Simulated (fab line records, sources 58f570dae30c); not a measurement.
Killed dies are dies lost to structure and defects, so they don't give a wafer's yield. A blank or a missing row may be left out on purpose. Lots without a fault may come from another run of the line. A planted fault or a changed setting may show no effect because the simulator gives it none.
Problem report in the 8D (eight disciplines) form, filled by code | flow berkeley_cmos170 | the parts of the form that need people (team, actions taken, sign-off) are left out

1. THE PROBLEM
run_length_s at UCB170_NLDD_SOFTBAKE_02 reads a mean of 101.34 s on 6 wafers of 2 lots; wafers without a fault read 89.31 s with a standard deviation of 0.15. That is +80 standard deviations from the usual mean.
The step: time 60 s.
First seen on wafer L841.4, day 8 07:44, on litho_track-01. The record holds 42 wafers of 14 lots with a number at this step. Rule for "out", or "out of limits": more than 4 standard deviations from the usual mean. The other wafers with a number count as sound.

2. WHAT IT IS AND WHAT IT IS NOT
question                    | is                     | is not
which readings at this step | run_length_s           | resist_line_temp_C
which lots                  | L841, L845             | L831, L833, L834, L836, L837, L838, L849, L850, L851, L852, L853, L854
which wafers of those lots  | all that have a number | -
read on which tools         | litho_track-01         | litho_track-03, litho_track-04
when                        | from day 8 07:44       | up to then (18 sound wafers); but 18 sound wafers of L849, L850, L851, L852, L853, L854 came after

3. SUSPECTS, AND WHAT RULES EACH OUT
Counting: a tool at a process step up to the reading stays a suspect if it ran every lot that is out and no sound lot after the first of them.
- litho_track-01 at UCB170_NLDD_SOFTBAKE_02 (time 60 s): ruled out as a lasting fault. Sound lots L854 ran on it after its first lot that is out, L841 (day 8 07:44).
Left after counting: nothing in the record.

4. THE CAUSE (what the simulator had put in)
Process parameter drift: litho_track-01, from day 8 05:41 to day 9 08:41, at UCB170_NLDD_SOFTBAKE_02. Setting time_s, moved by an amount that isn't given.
Counting ruled it out, wrongly.

5. THE CHAIN OF EFFECTS, in route order
Each row: a reading whose mean over the struck wafers that have a number lies more than 3 standard deviations from the usual. Only readings for which the record gives a usual standard deviation are gone through. hours: the time from each lot's start at the first step in this table that gives one to its start at this step, as a median over the lots. sigmas: the change in usual standard deviations.
hours | step                    | reading      | usual   | on struck wafers | change | sigmas
0     | UCB170_NLDD_SOFTBAKE_02 | run_length_s | 89.31 s | 101.34           | +12.03 | +80
The process steps in it:
- UCB170_NLDD_SOFTBAKE_02: time 60 s.
Later measuring or inspecting steps at which every struck wafer that the step has a row for has a number for every such reading, and none has moved that far: UCB170_NSD_CD_MEAS_06.

6. WHAT WOULD HAVE CAUGHT IT SOONER
In this record the first reading out of limits was taken at day 8 07:44, 2 hours after the fault began at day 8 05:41.
